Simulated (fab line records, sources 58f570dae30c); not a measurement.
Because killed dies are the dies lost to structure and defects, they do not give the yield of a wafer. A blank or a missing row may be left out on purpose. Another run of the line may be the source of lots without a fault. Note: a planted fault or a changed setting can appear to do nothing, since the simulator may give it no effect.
Struck lot and sound lot, side by side ; flow berkeley-cmos170 ; 16 out of 331 route steps
Sound: wafers L406.4, L406.5, L406.6. Struck: wafer L421.1 (left out: L421.3, L421.6 of the same lot, which were not struck); the cause appears at the end.
Order at every step that has rows: each side's tool, ch and its chambers, its first start. Under that, the readings that differ: sound wafers ; struck wafers ; difference of the means ; sigmas: that difference in standard deviations of wafers without a fault.
alike: readings with means less than 2 such deviations apart, plus words and numbers identical on both sides. not compared: withheld readings, readings lacking a value on some wafer, bounds such as >300 that could conceal the same value, and numbers that have no deviation in the record and whose values overlap.
A row with sigmas, a row that says differs or no value, or rows on one side alone: a step with any of these is where the two part. Numbers that don't overlap but have no deviation are shown without sigmas and don't part them. A reading that every wafer of one side lacks parts them only if that side has two wafers or more.

UCB170_V2_CMP_02: polishes SiO2.
  sound on cmp-02 ch 0,1,3, day 7 22:43; struck on cmp-02 ch 0, day 11 05:51
  alike: motor-current-A
UCB170_V2_BOW_MEAS_03:
  sound: film-metro-03 at day 7 22:55; struck: film-metro-04 at day 11 06:09
  alike: V2_BOW
UCB170_V2_THK_MEAS_04:
  sound: film-metro-03 at day 7 23:01; struck: film-metro-04 at day 11 06:16
reading;sound;struck;difference;sigmas
V2_POLISHED_THK (nm);1004.5 1002.6 1002.5;998.9;-4.3;-3
then, 7 steps without rows for these wafers: UCB170_V2_CLEAN_05 (cleans in DIW); UCB170_V2_HMDS_06 (prime time 60 s); UCB170_V2_COAT_07 (resist thk 900 nm); UCB170_V2_SOFTBAKE_08 (time 60 s); UCB170_V2_EXPOSE_09 (exposes mask VIA2, target cd 700 nm); UCB170_V2_PEB_10; UCB170_V2_DEVELOP_11 (develop time 45 s).
UCB170_V2_CD_MEAS_12: the cd target is 700 nm.
  sound: cd-sem-02 at day 8 00:08; struck: cd-sem-02 at day 11 07:22
  alike: cd-nm
UCB170_V2_OVL_MEAS_13:
  sound: overlay-02 at day 8 00:13; struck: overlay-02 at day 11 07:29
  alike: V2_OVL
UCB170_V2_ETCH_14: etches SiO2 in CHF3/CF4/Ar, stops on Al, target depth 1250 nm, time 291 s.
  sound on rie-diel-03 ch 0,2, day 8 00:19; struck on rie-diel-04 ch 0, day 11 07:31
reading;sound;struck;difference;sigmas
oes-product-au (a.u.);0.894 0.875 0.892;1.034;+0.147;+12
rf-hours-counter-h (h);- - -;38;no value on the sound wafers;
run-length-s (s);319.5 319.1 319.2;175.1;-144.2;-99 or more
model.V2.feature-depth-nm (nm);1004 1003 1002;642.6;-360.4;
model.etch.depth-nm (nm);1004 1003 1002;642.6;-360.4;
model.KrF_of_V2_COAT_07.thk-nm (nm);614.7 614.1 614.7;744;+130;
  alike: drypump-motor-current-A, throttle-valve-pct
UCB170_V2_STRIP_15: strips in O2.
  sound on plasma-asher-04 ch 0,1, day 8 00:32; struck on plasma-asher-01 ch 0, day 11 07:42
reading;sound;struck;difference;sigmas
rf-hours-counter-h (h);- - -;16;no value on the sound wafers;
strip-time-to-endpoint-s (s);15.42 15.39 15.42;18.43;+3.02;+27
  alike: drypump-motor-current-A, oes-product-au
UCB170_V2_CD_MEAS_90: the cd target is 700 nm.
  sound: cd-sem-01 at day 8 00:39; struck: cd-sem-02 at day 11 07:48
reading;sound;struck;difference;sigmas
cd-nm (nm);698.9 701.2 700.2;696.6;-3.5;-2
then, 1 step without rows for these wafers: UCB170_M3_PRE_CLEAN_00 (preclean etch time 60 s).

== WHERE THEY PART ==
At UCB170_V2_THK_MEAS_04 first; at UCB170_V2_CD_MEAS_90 last (within this record only).

WHY: the cause the simulator had injected
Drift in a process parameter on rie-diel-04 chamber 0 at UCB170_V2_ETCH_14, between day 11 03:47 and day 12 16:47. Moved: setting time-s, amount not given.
